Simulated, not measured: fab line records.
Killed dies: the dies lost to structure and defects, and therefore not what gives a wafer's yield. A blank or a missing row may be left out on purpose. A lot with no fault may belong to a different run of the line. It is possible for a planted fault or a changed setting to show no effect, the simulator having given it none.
Which tool did it? | flow berkeleyCmos170 | 7 lots, 21 wafers sampled, at 1 step of a route of 331

WHAT THE GAUGES READ, wafer by wafer
UCB170_PFIELD_OVL_MEAS_06.
lot  | measured     | on         | PFIELD_OVL (nm)
L432 | day 5 04:42  | overlay-02 | -2 3 1
L437 | day 6 03:59  | overlay-01 | 0 2 -3
L440 | day 6 20:32  | overlay-02 | 0 -10 1
L442 | day 7 04:58  | overlay-01 | 3 8 4
L444 | day 7 22:29  | overlay-01 | 2 -4 0
L450 | day 9 16:22  | overlay-01 | 4 4 4
L453 | day 10 09:22 | overlay-02 | -8 -5 0

WHICH TOOL RAN EACH LOT (tool, then ch and the chambers of the sampled wafers, then the start)
There is no process step in the record ahead of these readings.

THE ANSWER, worked out from the rows above alone
Rule: the usual values come from the lots themselves. The widest of any qualifying gaps counts: lots, ordered by their means at a reading, are off when they make up no more than a third of the lots, leave a main group of 4 or more, and stand apart from it by 3 or more times the standard deviation of that group's means. Not used: any main group whose means are identical at the precision the tables above print for the reading. Also off: a lot with no number at a reading for which 4 or more lots have one. The other lots that the step has rows for count as sound.
None of the lots is off at any reading shown; this tells nothing.

WHAT THE SIMULATOR HAD INSERTED
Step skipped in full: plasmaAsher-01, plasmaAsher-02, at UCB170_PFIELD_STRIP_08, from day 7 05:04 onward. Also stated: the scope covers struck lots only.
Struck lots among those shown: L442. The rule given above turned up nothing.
